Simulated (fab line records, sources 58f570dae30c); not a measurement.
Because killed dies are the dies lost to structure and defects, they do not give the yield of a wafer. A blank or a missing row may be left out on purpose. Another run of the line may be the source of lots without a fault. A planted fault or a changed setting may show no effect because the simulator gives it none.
Split-lot experiment	flow berkeley cmos170	on a route of 331 steps: 5 lots, 23 wafers read

## THE SPLIT ITSELF
At UCB170_V1_ETCH_14 (etches SiO2 in CHF3/CF4/Ar, stops on Al, target depth 1250 nm, time 291 s), the setting time s was moved away from the recipe's 291 s on 10 of the 23 wafers read, by -14.8% to +9.7%. For the rest of the wafers, this setting stayed at what the recipe calls for.

The reading is taken at the split's own step.

## THE READING
KrF_of_V1_COAT_07.thk nm (the simulator's own value, which no gauge read), in nm, at UCB170_V1_ETCH_14 (etches SiO2 in CHF3/CF4/Ar, stops on Al, target depth 1250 nm, time 291 s). No usual value for it is given in the file. Here, 13 wafers ran the recipe; their average is 607.1 nm with a standard deviation of 3.8 nm.

wafer	tool, chamber at the split	time s as run, s	against the recipe	KrF_of_V1_COAT_07.thk nm, nm	against lot-mates on the recipe
L074.1	rie diel-03, 0	260.7	-10.4%	631.1	+28.1
L074.2	rie diel-03, 3	291	recipe	601.4	-
L074.4	rie diel-03, 1	291	recipe	604.5	-
L074.5	rie diel-03, 0	260.7	-10.4%	630.6	+27.6
L074.6	rie diel-03, 3	260.7	-10.4%	634.5	+31.5
L077.1	rie diel-03, 0	291	recipe	605.7	-
L077.2	rie diel-03, 1	302	+3.8%	598.5	-8.2
L077.4	rie diel-03, 3	302	+3.8%	593.9	-12.9
L077.5	rie diel-03, 0	302	+3.8%	594.1	-12.6
L077.6	rie diel-03, 1	291	recipe	607.8	-
L079.2	rie diel-01, 1	291	recipe	610.2	-
L079.5	rie diel-01, 1	291	recipe	609.9	-
L079.6	rie diel-01, 0	291	recipe	612.2	-
L083.1	rie diel-02, 3	291	recipe	611.7	-
L083.2	rie diel-02, 1	291	recipe	607	-
L083.3	rie diel-02, 2	248	-14.8%	647.7	+37.1
L083.4	rie diel-02, 0	291	recipe	613	-
L083.5	rie diel-02, 0	248	-14.8%	652.1	+41.5
L082.2	rie diel-03, 3	319.1	+9.7%	580.1	-23.0
L082.3	rie diel-03, 0	291	recipe	602.5	-
L082.4	rie diel-03, 2	291	recipe	604.3	-
L082.5	rie diel-03, 3	319.1	+9.7%	577.1	-26.0
L082.6	rie diel-03, 0	291	recipe	602.4	-

THE FIT
A straight line over all 23 wafers: KrF_of_V1_COAT_07.thk nm changes by -2.77 nm for each +1% of time s; r = -0.98; the points scatter about the line by 3.7 nm.
The same after taking each lot's own level away (the mean of its wafers on the recipe; 23 wafers): -2.69 nm for each +1%; r = -0.99; scatter 2 nm.
That fit puts the effect of the largest move of time s on the reading at 40 nm.
Measured against the standard deviation above, the lots' own levels, which go from 602.95 to 610.77 nm, span 2.0 times it.
The two slopes agree, so the slope changes little with the lot-to-lot level.
Check: +40.7 nm against its lot-mates is what the line predicts for one of the wafers moved furthest among these (-14.8%) when that wafer is left out of the fit. Against them it came out at +37.1 nm.

## THE OTHER SPLITS THESE WAFERS WENT THROUGH
Other splits were also applied to these wafers ahead of the reading. Each is held against what the fit with the lots' levels taken away leaves over:
other split on the same wafers	wafers away from the commonest value	r with KrF_of_V1_COAT_07.thk nm (lot level and that fit taken away)
UCB170_PLDD_COAT_01 resist thk nm	10	+0.14
UCB170_NLDD_IMPLANT_09 dose cm2	8	-0.43
UCB170_NSD_PEB_04 peb temp c	9	+0.25
UCB170_BACKSIDE_HMDS_00 prime time s	2	-0.33
UCB170_SILICIDE_SPUTTER_01 chamber pressure pa	18	+0.10
UCB170_CONTACT_COAT_04 spin rpm	8	-0.20
UCB170_CONTACT_ETCH_18 time s	5	+0.05
UCB170_M1_METAL_ETCH_12 icp w	11	-0.14
UCB170_V1_CMP_02 leave above ref nm	10	+0.12

## THE WHOLE CHAIN: every reading that the file lists as answering this split, in the file's order
step	what it does	reading	change (the file's fit)	r (the file's)
UCB170_V1_ETCH_14	etches SiO2 in CHF3/CF4/Ar, stops on Al, target depth 1250 nm, time 291 s	KrF_of_V1_COAT_07.thk nm (the simulator's own value, which no gauge read)	-2.68 nm for each +1% of the setting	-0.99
UCB170_V1_STRIP_15	strips in O2	strip time to endpoint s	withheld for each +1% of the setting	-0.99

## THE FILE'S OWN FIT
KrF_of_V1_COAT_07.thk nm changes by -2.68 nm for each +1% of time s, r = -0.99.
